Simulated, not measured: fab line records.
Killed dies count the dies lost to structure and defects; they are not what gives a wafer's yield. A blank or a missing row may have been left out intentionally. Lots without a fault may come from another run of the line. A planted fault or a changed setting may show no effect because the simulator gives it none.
fab line records | flow rit-cmos
[record] lots = 14 wafers = 42 last-day = 7
route steps=202 shown NSD@139 M1@202
lots with no fault: from the same line, run without faults
start-h: hours from the record's opening day to when the first of the lot's shown wafers began | wait-h: time in hours since the lot's previous step | " identical to the entry in the row above | L1.1+2: several wafers, shown together as one row | - no value present, or no start provided | * or withheld: withheld | < > ~ a bound
route shown NAME@n: a module of which the file shows steps, and the number in the route of the first | usual: average and standard deviation across the fault-free wafers | same: alike in all rows | chamber/n: place in a boat | sites: each site's reading | _std_site: how widely they spread, as a standard deviation | _edge_site: outer sites' mean less inner sites' | radius-mm: how far each site lies from the wafer's centre | mask NAME#n: copy n | behind: the last tool/chamber to shape the wafer | hold: reason for holding the lot/hours on hold/outcome of the hold | device: names the non-switching transistor (n, p or np) | end of line: the route-end tests of the same wafers | a step with no rows: only its recipe | killed: at the first sort, the dies lost to defects and structure; wafer yield is something else | map: a wafer's dies, x killed, . not, _ none there
set.NAME: the setting as run; set.NAME@STEP: as run at that earlier step | model.NAME: the simulator's own value behind a step, which no gauge read
the route's steps for a sample of lots (tables are steps, rows are wafers)
services: a tool's chamber out of use, with start hour (start-h, from the record's first day; less than 0 if before it), hours out, and reason
[[steps]]
[step RIT_NSD_IMPLANT_08]
[recipe] species = P energy-kev = 25 dose-cm2 = 1e+15 tilt-deg = 7
[usual] dose-ions-cm2 = 9.998e+14/1.1e+12 faraday-current-uA = 3134/61
// columns lot.wafer tool chamber start-h wait-h dose-ions-cm2 faraday-current-uA
L652.3 implanter-04 0 50.64 0.1 9.983e+14 3080
L652.5 " 0 " " 1.0002e+15 3176
L652.6 " 0 " " 9.99e+14 3150
L653.1 implanter-04 0 57.46 0.1 1.0001e+15 3190
L653.2 " 0 " " 9.974e+14 3233
L653.6 " 0 " " 1.0024e+15 3108
L654.1 implanter-01 0 60.06 0.1 9.969e+14 3134
L654.2 " 0 " " 9.989e+14 3081
L654.3 " 0 " " 9.998e+14 3085
L656.2 implanter-01 0 71.36 0.1 9.986e+14 3197
L656.4 " 0 " " 9.993e+14 3143
L656.6 " 0 " " 1.0005e+15 3182
L659.1 implanter-04 0 85.26 0.1 9.999e+14 3064
L659.3 " 0 " " 1.0019e+15 3085
L659.4 " 0 " " 1.0015e+15 3097
L660.1 implanter-04 0 93.30 0.1 9.991e+14 3171
L660.2 " 0 " " 1.001e+15 3023
L660.4 " 0 " " 9.995e+14 3223
L661.3 implanter-03 0 94.44 0.1 1.0006e+15 3174
L661.5 " 0 " " 1.0014e+15 3034
L661.6 " 0 " " 9.983e+14 3126
L664.2 implanter-04 0 114.30 0.1 6.704e+14 2142
L664.3 " 0 " " 6.718e+14 2157
L664.5 " 0 " " 6.705e+14 2155
L665.2 implanter-04 0 116.94 0.1 6.707e+14 2090
L665.3 " 0 " " 6.695e+14 2113
L665.5 " 0 " " 6.715e+14 2093
L668.2 implanter-01 0 134.44 0.1 9.993e+14 3156
L668.4 " 0 " " 9.988e+14 3296
L668.6 " 0 " " 1.0014e+15 3104
L670.1 implanter-01 0 141.08 0.1 9.982e+14 3050
L670.4 " 0 " " 9.997e+14 3144
L670.5 " 0 " " 1.0006e+15 3121
L671.4 implanter-01 0 143.19 0.1 9.999e+14 3164
L671.5 " 0 " " 1.0004e+15 3107
L671.6 " 0 " " 1e+15 3116
L672.2 implanter-01 0 153.51 0.1 9.995e+14 3241
L672.4 " 0 " " 9.988e+14 3174
L672.6 " 0 " " 9.998e+14 3180
L674.2 implanter-01 0 162.58 0.1 1.0004e+15 3216
L674.4 " 0 " " 1.0006e+15 3134
L674.6 " 0 " " 1.0009e+15 3146
[step RIT_NSD_TW_MEAS_10]
[usual] NSD_TW = 3173/18
// columns lot.wafer tool chamber start-h wait-h NSD_TW
L652.3 film-metro-02 - 50.93 0.1 3187
L652.5 " - " " 3152
L652.6 " - " " 3164
L653.1 film-metro-04 - 57.79 0.1 3184
L653.2 " - " " 3179
L653.6 " - " " 3173
L654.1 film-metro-03 - 60.38 0.1 3181
L654.2 " - " " 3184
L654.3 " - " " 3168
L656.2 film-metro-03 - 71.67 0.1 3156
L656.4 " - " " 3131
L656.6 " - " " 3165
L659.1 film-metro-03 - 85.59 0.1 3149
L659.3 " - " " 3146
L659.4 " - " " 3157
L660.1 film-metro-04 - 93.63 0.1 3183
L660.2 " - " " 3192
L660.4 " - " " 3187
L661.3 film-metro-04 - 94.73 0.1 3184
L661.5 " - " " 3187
L661.6 " - " " 3179
L664.2 film-metro-02 - 114.61 0.1 2891
L664.3 " - " " 2903
L664.5 " - " " 2908
L665.2 film-metro-03 - 117.25 0.1 2884
L665.3 " - " " 2893
L665.5 " - " " 2875
L668.2 film-metro-02 - 134.75 0.1 3177
L668.4 " - " " 3188
L668.6 " - " " 3179
L670.1 film-metro-04 - 141.41 0.1 3202
L670.4 " - " " 3202
L670.5 " - " " 3201
L671.4 film-metro-03 - 143.47 0.1 3160
L671.5 " - " " 3161
L671.6 " - " " 3155
L672.2 film-metro-02 - 153.82 0.1 3181
L672.4 " - " " 3158
L672.6 " - " " 3180
L674.2 film-metro-04 - 162.89 0.1 3209
L674.4 " - " " 3179
L674.6 " - " " 3184
[step RIT_SDANNEAL_RS_MEAS_05]
[recipe] thk-meas-gauge = four-point-probe
[usual] NSD_RS = 84.71/0.27
// columns lot.wafer tool chamber start-h wait-h NSD_RS[ohm/sq]
L652.3 film-metro-03 - 53.01 0.1 84.54
L652.5 " - " " 84.39
L652.6 " - " " 84.53
L653.1 film-metro-04 - 59.81 0.1 84.99
L653.2 " - " " 85.13
L653.6 " - " " 84.88
L654.1 film-metro-02 - 62.41 0.1 84.43
L654.2 " - " " 84.51
L654.3 " - " " 84.23
L656.2 film-metro-04 - 73.85 0.1 84.85
L656.4 " - " " 84.84
L656.6 " - " " 85.02
L659.1 film-metro-04 - 87.63 0.1 84.89
L659.3 " - " " 84.99
L659.4 " - " " 84.88
L660.1 film-metro-04 - 95.78 0.1 84.30
L660.2 " - " " 84.51
L660.4 " - " " 84.63
L661.3 film-metro-04 - 97.17 0.1 85.21
L661.5 " - " " 85.10
L661.6 " - " " 84.97
L664.2 film-metro-02 - 116.65 0.1 117.03
L664.3 " - " " 117.07
L664.5 " - " " 116.74
L665.2 film-metro-03 - 119.30 0.1 116.83
L665.3 " - " " 117.05
L665.5 " - " " 117.12
L668.2 film-metro-02 - 136.94 0.1 84.81
L668.4 " - " " 84.55
L668.6 " - " " 84.45
L670.1 film-metro-04 - 143.47 0.1 84.36
L670.4 " - " " 84.41
L670.5 " - " " 84.24
L671.4 film-metro-03 - 145.63 0.1 84.35
L671.5 " - " " 84.44
L671.6 " - " " 84.30
L672.2 film-metro-03 - 155.87 0.1 84.79
L672.4 " - " " 84.66
L672.6 " - " " 84.60
L674.2 film-metro-02 - 165.07 0.1 84.39
L674.4 " - " " 84.63
L674.6 " - " " 84.63
[step RIT_M1_PROBE_99]
[usual] killed-at-contacts = 0.0/0.22 killed-at-front-end = 7/3.3 killed-dies = 7/3.3 killed-open = 3.3/1.9 killed-short = 3.6/2.1
[same] gross-dies = 264 killed_at_M0_to_M3 = 0 killed_at_M4_up = 0 killed-at-back-side = 0 killed-at-other = 0
// columns lot.wafer tool chamber start-h wait-h killed-at-contacts killed-at-front-end killed-dies killed-open killed-short
L660.1 prober-01 - 102.91 0.1 0 6 6 3 3
L660.2 prober-01 - 102.96 0.1 0 3 3 3 0
L660.4 prober-01 - 103.06 0.2 0 5 5 4 1
L661.3 prober-02 - 104.51 0.2 0 13 13 6 7
L661.5 prober-02 - 104.61 0.2 0 10 10 8 2
L661.6 prober-02 - 104.66 0.2 0 4 4 2 2
// killed by level:class
L660.1 FOX1:geometric-particle:short=2 FOX1:geometric-particle:open=2 GATE:geometric-particle:short=1 REOX:geometric-particle:open=1
L660.2 GATE:geometric-particle:open=2 SILICIDE:geometric-particle:open=1
L660.4 GATE:geometric-particle:open=2 SILICIDE:geometric-particle:open=2 FOX1:geometric-particle:short=1
L661.3 FOX1:geometric-particle:short=2 FOX2:geometric-particle:open=2 ACTIVE:geometric-particle:short=1 FOX1:geometric-particle:open=1 FOX2:geometric-particle:short=1 GATE:geometric-particle:short=1 REOX:geometric-particle:short=1 REOX:geometric-particle:open=1
L661.5 GATE:geometric-particle:open=5 GATE:geometric-particle:short=2 FOX2:geometric-particle:open=1 REOX:geometric-particle:open=1 SPACER:geometric-particle:open=1
L661.6 GATE:geometric-particle:short=2 FOX1:geometric-particle:open=1 GATE:geometric-particle:open=1
[[services]]
// columns tool chamber start-h hours kind
implanter-04 - 38.37 0.7 repair
implanter-03 - 41.36 1.0 repair
implanter-03 - 68.20 1.5 repair
implanter-03 - 84.37 1.6 repair
implanter-04 - 131.21 5.2 repair
implanter-04 - 138.11 16.1 pm
[[key]]
[first-sign] step = RIT_NSD_IMPLANT_08 reading = dose-ions-cm2 direction = down sigmas = 99+ usual = 9.998e+14 struck = 6.707e+14
[effect] step = RIT_NSD_IMPLANT_08 reading = faraday-current-uA direction = down sigmas = 17 usual = 3134 struck = 2125
[effect] step = RIT_NSD_TW_MEAS_10 reading = NSD_TW direction = down sigmas = 16 usual = 3173 struck = 2892
[effect] step = RIT_SDANNEAL_RS_MEAS_05 reading = NSD_RS direction = up sigmas = 99+ usual = 84.71 struck = 116.97
met-at RIT_NSD_IMPLANT_08
struck-lots L664,L665
tester-left-out L664,L665
onset-between 93.30 114.30
[fault] kind = process-parameter-drift tool = implanter-04 chamber = - onset-h = 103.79 steps = RIT_NSD_IMPLANT_08 channel = dose-cm2 offset = -3.2868e+14 shape = step end-h = 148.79 acts-in = these-recipes-only stated = 1e+15
// tester-left-out: of these lots the tester's yield and bins aren't shown, on N5 and GAA mostly nor the transistor test; their killed dies are dies lost to structure and defects alone, not to doping, threshold or leakage, so they don't give the yield
